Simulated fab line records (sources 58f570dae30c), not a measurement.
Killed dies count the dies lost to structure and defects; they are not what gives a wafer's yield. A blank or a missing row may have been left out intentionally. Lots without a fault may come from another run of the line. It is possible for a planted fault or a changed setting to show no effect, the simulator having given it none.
Which tool did it?	flow berkeley_cmos170	42 wafers from 14 lots sampled at 2 of the route's 331 steps

## WHAT THE GAUGES READ, wafer by wafer
UCB170_PVT_TW_MEAS_09. Usual: for PVT_TW the level is 512 and the standard deviation is 6.3.
lot	measured	on	PVT_TW	flag
L511	day 5 05:35	film_metro-03	508 510 508	
L512	day 5 05:49	film_metro-04	505 508 507	
L515	day 5 21:16	film_metro-04	509 507 507	
L513	day 5 21:32	film_metro-02	523 519 522	
L514	day 5 21:37	film_metro-04	507 506 508	
L516	day 6 16:08	film_metro-02	527 528 526	
L520	day 7 14:19	film_metro-04	507 507 509	
L525	day 8 09:45	film_metro-03	507 510 509	
L526	day 8 22:56	film_metro-03	31 31 31	OFF
L528	day 9 10:56	film_metro-02	32 32 32	OFF
L530	day 9 11:10	film_metro-03	511 512 510	
L529	day 9 11:25	film_metro-04	507 505 506	
L534	day 10 09:09	film_metro-04	503 503 507	
L532	day 10 09:13	film_metro-03	510 512 512	

## TOOL THAT RAN EACH LOT (tool first, then ch and the chambers of the sampled wafers, then the start)
lot	UCB170_PVT_DEVELOP_05
L511	litho_track-04 ch 0, day 5 05:00
L512	litho_track-03 ch 0, day 5 05:00
L515	litho_track-03 ch 0, day 5 20:00
L513	litho_track-03 ch 0, day 5 21:00
L514	litho_track-04 ch 0, day 5 21:00
L516	litho_track-03 ch 0, day 6 15:00
L520	litho_track-01 ch 0, day 7 13:00
L525	litho_track-03 ch 0, day 8 09:00
L526	litho_track-01 ch 0, day 8 22:00
L528	litho_track-01 ch 0, day 9 10:00
L530	litho_track-04 ch 0, day 9 10:00
L529	litho_track-03 ch 0, day 9 11:00
L534	litho_track-03 ch 0, day 10 08:00
L532	litho_track-04 ch 0, day 10 08:00
- UCB170_PVT_DEVELOP_05: develop time 45 s.

## AS READ BY THE TOOLS THEMSELVES (means over the sampled wafers that have a number; for cases with no such wafer, the mark the record gives instead)
The record holds no such reading with a usual standard deviation.

## THE ANSWER, worked out from the rows above alone
Rule: a lot counts as off when the mean over its wafers that have a number is more than 3 standard deviations away from the usual mean. A lot without any number at a reading at which 4 lots or more have one is off too. The other lots that the step has rows for count as sound. After the gauges, taken in route order, come the tools' own readings; for these a lot's mean is taken, as printed above. At the first step where some lot is off, the reading lying furthest off is the one used; lots without a number count as furthest.
Off: at UCB170_PVT_TW_MEAS_09 (PVT_TW), L526, L528.
A tool fits if, at a process step before that reading, it ran every lot that is off, and no sound lot after the first of them. The gauges at UCB170_PVT_TW_MEAS_09 are tried like those tools. One candidate fits, namely litho_track-01 at UCB170_PVT_DEVELOP_05. A fault onset in the window from L520 (day 7 13:00, its last sound lot) to L526 (day 8 22:00, its first lot off) fits.

## WHAT HAD BEEN PUT IN BY THE SIMULATOR
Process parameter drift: litho_track-01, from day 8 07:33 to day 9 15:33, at UCB170_PVT_DEVELOP_05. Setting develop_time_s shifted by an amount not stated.
Lots struck among those shown: L526, L528. The rule above reached the same finding.
